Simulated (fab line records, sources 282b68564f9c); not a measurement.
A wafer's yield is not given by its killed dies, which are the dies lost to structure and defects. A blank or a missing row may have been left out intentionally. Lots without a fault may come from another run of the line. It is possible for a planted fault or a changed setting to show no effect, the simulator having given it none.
Code-filled problem report in 8D (eight disciplines) form    flow rit_cmos    the parts of the form that need people (team, actions taken, sign-off) are left out

1. PROBLEM STATEMENT
NWELL_OVL at RIT_NWELL_OVL_MEAS_06 reads a mean of -299.5 nm on 9 wafers of 3 lots; wafers without a fault read 1.1 nm with a standard deviation of 1.3. That is -99 or more standard deviations from the usual mean.
First observed at day 3 18:14: wafer L354.1, on overlay-02. Wafers with a number at this step in the record: 45, from 15 lots. Rule for "out" (also "out of limits"): further than 4 standard deviations from the usual mean. All remaining wafers that have a number are taken as sound.

2. WHAT IT IS, AND WHAT IT ISN'T
question                     is                      is not
which readings at this step  NWELL_OVL               -
which lots                   L354, L355, L359        L345, L346, L347, L348, L349, L350, L351, L360, L361, L365, L366, L368
which wafers of those lots   all that have a number  -
read on which gauges         overlay-01, overlay-02  -
when                         from day 3 18:14        up to then (21 sound wafers); but 15 sound wafers of L360, L361, L365, L366, L368 came after

3. WHAT RULES OUT EACH SUSPECT
Counting: a tool stays on the suspect list if, at a process step up to the reading, it processed all lots that are out and no sound lot following the first of them.
- ruled out: the gauge at RIT_NWELL_OVL_MEAS_06. The wafers that are out were read on 2 gauges (overlay-01, overlay-02).
- iline_stepper-01 at RIT_NWELL_EXPOSE_03 (exposes mask M2, target cd 43900 nm): kept. It ran every lot that is out, first L354 (day 3 17:45), and no sound lot after that; its last sound lot up to then is L351 (day 3 01:50).
Remaining after the count: iline_stepper-01 at RIT_NWELL_EXPOSE_03.

4. THE CAUSE (what the simulator had put in)
Scanner matching overlay: iline_stepper-01, from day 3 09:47 on, at RIT_NWELL_EXPOSE_03. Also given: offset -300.
This tool alone remained once counting was done.

5. SEQUENCE OF EFFECTS, ordered by route
Each row: a reading where the mean over the struck wafers with a number is more than 3 standard deviations away from the usual. Only readings whose record carries a usual standard deviation are examined. hours: median over the lots of the time between each lot's start at the first step of this table that gives one and its start at this step. sigmas: the change, counted in usual standard deviations.
hours  step                   reading    usual   on struck wafers  change  sigmas
0      RIT_NWELL_OVL_MEAS_06  NWELL_OVL  1.1 nm  -299.5            -300.6  -99 or more

6. HOW IT WOULD HAVE BEEN CAUGHT EARLIER
Counted from the fault's start at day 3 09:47, it took 8 hours until the first out-of-limits reading at a measuring or inspecting step in this record, taken at day 3 18:14.
Of the tool readings at RIT_NWELL_EXPOSE_03 for which the record gives a usual standard deviation, none was out on any struck wafer, so an alarm limit of 4 standard deviations on them would not have fired.
L355, L359, from the lots that are out (3), started RIT_NWELL_EXPOSE_03 on iline_stepper-01 later than day 3 18:14. A hold on the tool at that time would have spared those 2.
